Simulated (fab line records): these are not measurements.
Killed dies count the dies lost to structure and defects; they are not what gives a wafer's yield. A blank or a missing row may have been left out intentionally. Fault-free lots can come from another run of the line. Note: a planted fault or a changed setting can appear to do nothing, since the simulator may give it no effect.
Lot-split experiment | flow berkeleyCmos170 | 5 lots, 23 wafers read, on a route of 331 steps

THE SPLIT ITSELF
At UCB170_NVT_COAT_01 (resist thk 900 nm), the setting resistThkNm was moved away from the recipe's 900 nm on 6 of the 23 wafers read, by -1.9% to +4.5%. For the rest of the wafers, this setting stayed at what the recipe calls for.

The split's own step is where the reading is taken.

THE READING
KrF_of_NVT_COAT_01.thkNm (the simulator's own value, which no gauge read), in nm, at UCB170_NVT_COAT_01 (resist thk 900 nm). There is no usual value for it anywhere in the file. Here, 17 wafers ran the recipe; their average is 900.9 nm with a standard deviation of 1.4 nm.

wafer  | tool, chamber at the split | resistThkNm as run, nm | against the recipe | KrF_of_NVT_COAT_01.thkNm, nm | against lot-mates on the recipe
L074.1 | lithoTrack-02, 0           | 900                    | recipe             | 900.9                        | -
L074.2 | lithoTrack-02, 0           | 940.8                  | +4.5%              | 941.9                        | +40.6
L074.4 | lithoTrack-02, 0           | 900                    | recipe             | 902.8                        | -
L074.5 | lithoTrack-02, 0           | 900                    | recipe             | 900.3                        | -
L074.6 | lithoTrack-02, 0           | 940.8                  | +4.5%              | 942.3                        | +41.0
L075.1 | lithoTrack-02, 0           | 900                    | recipe             | 899.6                        | -
L075.2 | lithoTrack-02, 0           | 923.5                  | +2.6%              | 923.4                        | +24.2
L075.4 | lithoTrack-02, 0           | 900                    | recipe             | 898.8                        | -
L075.5 | lithoTrack-02, 0           | 900                    | recipe             | 899.3                        | -
L075.6 | lithoTrack-02, 0           | 923.5                  | +2.6%              | 921.4                        | +22.2
L077.2 | lithoTrack-04, 0           | 900                    | recipe             | 900.2                        | -
L077.4 | lithoTrack-04, 0           | 900                    | recipe             | 902.5                        | -
L077.6 | lithoTrack-04, 0           | 900                    | recipe             | 901.5                        | -
L076.1 | lithoTrack-02, 0           | 900                    | recipe             | 898.4                        | -
L076.2 | lithoTrack-02, 0           | 900                    | recipe             | 902.4                        | -
L076.3 | lithoTrack-02, 0           | 900                    | recipe             | 902.9                        | -
L076.4 | lithoTrack-02, 0           | 900                    | recipe             | 900.8                        | -
L076.6 | lithoTrack-02, 0           | 900                    | recipe             | 902.2                        | -
L078.2 | lithoTrack-01, 0           | 882.6                  | -1.9%              | 885.1                        | -15.6
L078.3 | lithoTrack-01, 0           | 882.6                  | -1.9%              | 881.8                        | -18.9
L078.4 | lithoTrack-01, 0           | 900                    | recipe             | 902.1                        | -
L078.5 | lithoTrack-01, 0           | 900                    | recipe             | 900.4                        | -
L078.6 | lithoTrack-01, 0           | 900                    | recipe             | 899.7                        | -

THE FIT
A straight line over all 23 wafers: KrF_of_NVT_COAT_01.thkNm changes by +8.91 nm for each +1% of resistThkNm; r = +0.99; the points scatter about the line by 1.5 nm.
The same after taking each lot's own level away (the mean of its wafers on the recipe; 23 wafers): +8.96 nm for each +1%; r = +1.00; scatter 1.2 nm.
Per that fit: largest resistThkNm move, reading shift of 41 nm.
The lots' own levels span 899.23 to 901.40 nm, that is 1.5 times the standard deviation above.
Hence the lot-to-lot level has little effect on the slope; both slopes agree.
Check: +40.6 nm against its lot-mates is what the line predicts for one of the wafers moved furthest among these (+4.5%) when that wafer is left out of the fit. It came out at +40.6 nm against them.

OTHER SPLITS ON THESE WAFERS
Before the reading, these wafers also passed through other splits. Each is held against what the fit with the lots' levels taken away leaves over:
other split on the same wafers      | wafers away from the commonest value | r with KrF_of_NVT_COAT_01.thkNm (lot level and that fit taken away)
UCB170_ZERO_COAT_01 spinRpm         | 7                                    | -0.06
UCB170_ZERO_DEVELOP_05 developTimeS | 7                                    | +0.28
UCB170_ACTIVE_EXPOSE_10 doseMj      | 9                                    | -0.45
UCB170_SACOX_OXIDATION_01 tempC     | 15                                   | +0.04

THE WHOLE CHAIN: every reading that the file lists as answering this split, in the file's order
step                | what it does      | reading                                                                   | change (the file's fit)              | r (the file's)
UCB170_NVT_COAT_01  | resist thk 900 nm | KrF_of_NVT_COAT_01.thkNm (the simulator's own value, which no gauge read) | +8.95 nm for each +1% of the setting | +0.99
UCB170_NVT_STRIP_08 | strips in O2      | stripTimeToEndpointS                                                      | withheld for each +1% of the setting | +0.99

THE FILE'S OWN FIT
KrF_of_NVT_COAT_01.thkNm changes by +8.95 nm for each +1% of resistThkNm, r = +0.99.
